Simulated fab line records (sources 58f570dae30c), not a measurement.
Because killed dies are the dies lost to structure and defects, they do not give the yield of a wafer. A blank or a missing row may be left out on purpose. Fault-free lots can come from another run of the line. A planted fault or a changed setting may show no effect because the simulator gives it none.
Struck lot and sound lot, side by side :: flow berkeley_cmos170 :: 15 steps out of a route of 331
Sound: these wafers, L954.1, L954.4, L954.6. Wafers L958.2, L958.3, L958.4 were the ones struck. Last of all comes the cause.
At each step with rows: each side's tool, then ch and its chambers, then its first start. Under that, the readings that differ: sound wafers :: struck wafers :: difference of the means :: sigmas: that difference in standard deviations of wafers without a fault.
alike: readings whose means differ by less than 2 such deviations, and words and numbers that are the same on both sides. not compared: withheld readings, readings that some wafer has no value for, bounds like >300 that may hide the same value, and numbers for which the record gives no deviation and whose values overlap.
Wherever a step has rows on one side only, a row that says differs or no value, or a row with sigmas, the two part there. Numbers that have no deviation but don't overlap get no sigmas and don't part them. Lack of a reading on every wafer of one side parts them only where that side has two or more wafers.

UCB170_CONTACT_OVL_MEAS_16:
  sound on overlay-02, day 7 21:59; struck on overlay-01, day 9 05:20
  alike: CONTACT_OVL
UCB170_CONTACT_ETCH_17: etches BARC in N2/H2.
  sound on rie_diel-04 ch 0,1,3, day 7 22:01; struck on rie_diel-01 ch 0,2,3, day 9 05:22
  alike: drypump_motor_current_A, oes_product_au, throttle_valve_pct
UCB170_CONTACT_ETCH_18: etches PSG in CHF3/CF4/Ar, stops on TiSi2, target depth 840 nm, time 195 s.
  sound: rie_diel-04 ch 0,1,3; struck: rie_diel-01 ch 0,2,3
  alike: drypump_motor_current_A, oes_product_au, throttle_valve_pct
  not compared: rf_hours_counter_h
UCB170_CONTACT_STRIP_19: strips in O2.
  sound on plasma_asher-01 ch 0,1, day 7 22:11; struck on plasma_asher-02 ch 0,1, day 9 05:31
  alike: drypump_motor_current_A, oes_product_au
  not compared: rf_hours_counter_h
UCB170_CONTACT_CD_MEAS_90: the cd target is 700 nm.
  sound on cd_sem-01, day 7 22:17; struck on cd_sem-01, day 9 05:38
  alike: cd_nm
then, 1 step without rows for these wafers: UCB170_CONTACT_CLEAN_20 (cleans in SPM, time 600 s).
UCB170_M1_SPUTTER_00: material Al, target thk 600 nm, time 80 s.
  sound on pvd_sputter-03, day 7 22:35; struck on pvd_sputter-04, day 9 05:55
  alike: throttle_valve_pct
UCB170_M1_RS_MEAS_01: a four-point-probe measurement.
  sound on film_metro-04, day 7 22:39; struck on film_metro-02, day 9 06:00
  alike: M1_AL_RS
UCB170_M1_THK_MEAS_02: measures by xrf.
  sound on film_metro-04, day 7 22:46; struck on film_metro-02, day 9 06:07
  alike: M1_AL_THK
then, 3 steps without rows for these wafers: UCB170_M1_COAT_03; UCB170_M1_COAT_04 (resist thk 900 nm); UCB170_M1_SOFTBAKE_05 (time 60 s).
UCB170_M1_EXPOSE_06: exposes mask METAL1, target cd 700 nm.
  sound on krf_scanner-02 ch 0, day 7 23:24; struck on krf_scanner-02 ch 0, day 9 06:38
reading: exposure_dose_mJ_cm2
sound: 21.021 20.976 21.009
struck: 20.862 20.842 20.839
difference: -0.154
sigmas: -8
  alike: mask
after that, 1 step had no rows for these wafers: UCB170_M1_PEB_07.
UCB170_M3_PROBE_99:
  only the struck wafers here have rows in the record (prober-02, day 9 22:46); the sound ones have none

== WHERE THEY PART ==
At UCB170_M1_EXPOSE_06 first; at UCB170_M3_PROBE_99 last (within this record only).

WHY: what the simulator had put in
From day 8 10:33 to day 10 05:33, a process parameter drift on krf_scanner-02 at UCB170_M1_EXPOSE_06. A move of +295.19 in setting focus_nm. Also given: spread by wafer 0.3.
